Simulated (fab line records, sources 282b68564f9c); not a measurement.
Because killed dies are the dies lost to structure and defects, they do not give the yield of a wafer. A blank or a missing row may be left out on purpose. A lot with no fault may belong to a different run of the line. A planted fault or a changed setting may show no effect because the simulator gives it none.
Split-lot experiment + flow ritCmos + 23 wafers read from 5 lots, route of 202 steps

== THE SPLIT ITSELF ==
At RIT_GATE_OXIDATION_05 (target thk 3 nm, ox time 270 s), the setting oxTimeS was moved away from the recipe's 270 s on 15 of the 23 wafers read, by -7.6% to +6.1%. This setting was run at the recipe's value on the other wafers.

The split's own step is where the reading is taken.

== THE READING ==
SiO2_of_GATE_OXIDATION_05.thkNm (the simulator's own value, which no gauge read), in nm, at RIT_GATE_OXIDATION_05 (target thk 3 nm, ox time 270 s). The file does not state a usual value for it. Average 3.053 nm, standard deviation 0.042 nm, over the 8 wafers here run with the recipe.

| wafer  | tool, chamber at the split | oxTimeS as run, s | against the recipe | SiO2_of_GATE_OXIDATION_05.thkNm, nm | against lot-mates on the recipe |
|--------|----------------------------|-------------------|--------------------|-------------------------------------|---------------------------------|
| L076.2 | furnace-01, 0              | 270               | recipe             | 2.995                               | -                               |
| L076.3 | furnace-01, 0              | 270               | recipe             | 2.994                               | -                               |
| L076.4 | furnace-01, 0              | 270               | recipe             | 3.02                                | -                               |
| L077.1 | -, -                       | 249.8             | -7.5%              | 2.944                               | no lot-mate on the recipe       |
| L077.2 | -, -                       | 249.8             | -7.5%              | 2.874                               | no lot-mate on the recipe       |
| L077.3 | -, -                       | 249.8             | -7.5%              | 2.917                               | no lot-mate on the recipe       |
| L077.4 | -, -                       | 249.8             | -7.5%              | 2.883                               | no lot-mate on the recipe       |
| L077.6 | -, -                       | 249.8             | -7.5%              | 2.934                               | no lot-mate on the recipe       |
| L080.2 | -, -                       | 249.5             | -7.6%              | 2.828                               | no lot-mate on the recipe       |
| L080.3 | -, -                       | 249.5             | -7.6%              | 2.79                                | no lot-mate on the recipe       |
| L080.4 | -, -                       | 249.5             | -7.6%              | 2.766                               | no lot-mate on the recipe       |
| L080.5 | -, -                       | 249.5             | -7.6%              | 2.848                               | no lot-mate on the recipe       |
| L080.6 | -, -                       | 249.5             | -7.6%              | 2.816                               | no lot-mate on the recipe       |
| L082.1 | -, -                       | 286.4             | +6.1%              | 3.177                               | no lot-mate on the recipe       |
| L082.2 | -, -                       | 286.4             | +6.1%              | 3.188                               | no lot-mate on the recipe       |
| L082.3 | -, -                       | 286.4             | +6.1%              | 3.173                               | no lot-mate on the recipe       |
| L082.4 | -, -                       | 286.4             | +6.1%              | 3.218                               | no lot-mate on the recipe       |
| L082.5 | -, -                       | 286.4             | +6.1%              | 3.21                                | no lot-mate on the recipe       |
| L085.1 | -, -                       | 270               | recipe             | 3.073                               | -                               |
| L085.2 | -, -                       | 270               | recipe             | 3.084                               | -                               |
| L085.3 | -, -                       | 270               | recipe             | 3.108                               | -                               |
| L085.4 | -, -                       | 270               | recipe             | 3.097                               | -                               |
| L085.6 | -, -                       | 270               | recipe             | 3.051                               | -                               |

FIT RESULTS
A straight line over all 23 wafers: SiO2_of_GATE_OXIDATION_05.thkNm changes by +0.0247 nm for each +1% of oxTimeS; r = +0.95; the points scatter about the line by 0.048 nm.
Too few moved wafers have a lot-mate on the recipe to fit a line with each lot's own level taken away.

== FILE'S OWN FIT ==
SiO2_of_GATE_OXIDATION_05.thkNm changes by +0.0247 nm for each +1% of oxTimeS, r = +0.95.
